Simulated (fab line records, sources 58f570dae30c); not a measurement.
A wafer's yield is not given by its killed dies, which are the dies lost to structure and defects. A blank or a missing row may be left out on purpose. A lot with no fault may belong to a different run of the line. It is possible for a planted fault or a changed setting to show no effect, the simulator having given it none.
One fault through the eyes of 2 desks -- flow berkeley_cmos170 -- each desk holds nothing but its own numbers, with what lay behind them at the end

== AT THE TOOL OWNER'S DESK: krf_scanner-01 ==
The tool's own readings at UCB170_ACTIVE_EXPOSE_10 (exposes mask ACTIVE, target cd 1200 nm): means of the sampled wafers that have a number, for each lot that ran on this tool. The brackets show how far a lot's mean lies from the usual mean; more than 4 standard deviations puts the lot out of limits, marked OUT.
Columns: A = exposure_dose_mJ_cm2 at UCB170_ACTIVE_EXPOSE_10, usual 20.061; B = focus_offset_nm at UCB170_ACTIVE_EXPOSE_10, usual 0.0 nm
lot,first seen here,A,B
L777,day 4 01:11,20.083,-0.2
L781,day 4 23:37,20.072,0.4
L783,day 5 18:53,20.072,-0.4
L785,day 6 07:17,20.087,-0.4
L786,day 6 07:57,20.062,-0.5
L788,day 6 19:50,20.050,-0.1
L791,day 7 09:15,23.549 (+99 or more) OUT,-0.2
L794,day 8 00:02,22.869 (+99 or more) OUT,0.4
L799,day 8 18:44,22.366 (+99 or more) OUT,0.0
This desk's verdict: out of limits on L791, L794, L799, starting with L791 at day 7 09:15 (exposure_dose_mJ_cm2 at UCB170_ACTIVE_EXPOSE_10). L777, L781, L783, L785, L786, L788 stayed within limits.

== FROM THE METROLOGY DESK ==
What the gauges read, lot by lot, whatever tool the lot ran on: means of the sampled wafers that have a number. The brackets show how far a lot's mean lies from the usual mean; more than 4 standard deviations puts the lot out of limits, marked OUT.
Columns: A = cd_nm at UCB170_ACTIVE_CD_MEAS_13, usual 1200.0 nm; B = cd_nm at UCB170_GATE_CD_MEAS_12, usual 350.2 nm; C = NLDD_TW at UCB170_NLDD_TW_MEAS_11, usual 2229
lot,first seen here,A,B,C
L777,day 4 01:34,1199.2,352.2,2208
L779,day 4 16:10,1201.2,349.5,2237
L780,day 4 23:37,1197.9,350.7,2237
L781,day 5 00:00,1199.3,350.9,2247
L783,day 5 19:17,1201.9,349.4,2260
L784,day 5 23:58,1198.8,349.3,2257
L785,day 6 07:54,1200.4,352.2,2207
L786,day 6 08:50,1200.7,351.0,2269
L788,day 6 20:14,1199.0,349.9,2221
L790,day 7 09:53,1200.1,348.9,2249
L791,day 7 10:10,1171.5 (-20) OUT,350.7,2206
L792,day 7 19:05,1199.6,349.3,2221
L794,day 8 00:26,1177.0 (-16) OUT,350.7,2210
L800,day 8 19:28,1199.1,349.3,2215
L799,day 8 19:41,1180.6 (-14) OUT,350.9,2209
This desk's verdict: out of limits on L791, L794, L799, starting with L791 at day 7 10:10 (cd_nm at UCB170_ACTIVE_CD_MEAS_13). L777, L779, L780, L781, L783, L784, L785, L786, L788, L790, L792, L800 stayed within limits.

== TAKEN TOGETHER ==
The tool owner's desk had the chance to raise an alarm at day 7 09:15 on L791, L794, L799.
At day 7 10:10 the metrology desk could have sounded an alarm, on L791, L794, L799.
On krf_scanner-01, each named lot ran UCB170_ACTIVE_EXPOSE_10.

== WHAT THE SIMULATOR PUT IN ==
Drift in process parameters on krf_scanner-01 at UCB170_ACTIVE_EXPOSE_10, starting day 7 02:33. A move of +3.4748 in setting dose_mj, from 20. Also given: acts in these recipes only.
Shown lots that were struck: L791, L794, L799.
Time in hours from fault onset to the first out-of-limits reading at each desk: tool owner's desk 7, metrology desk 8.
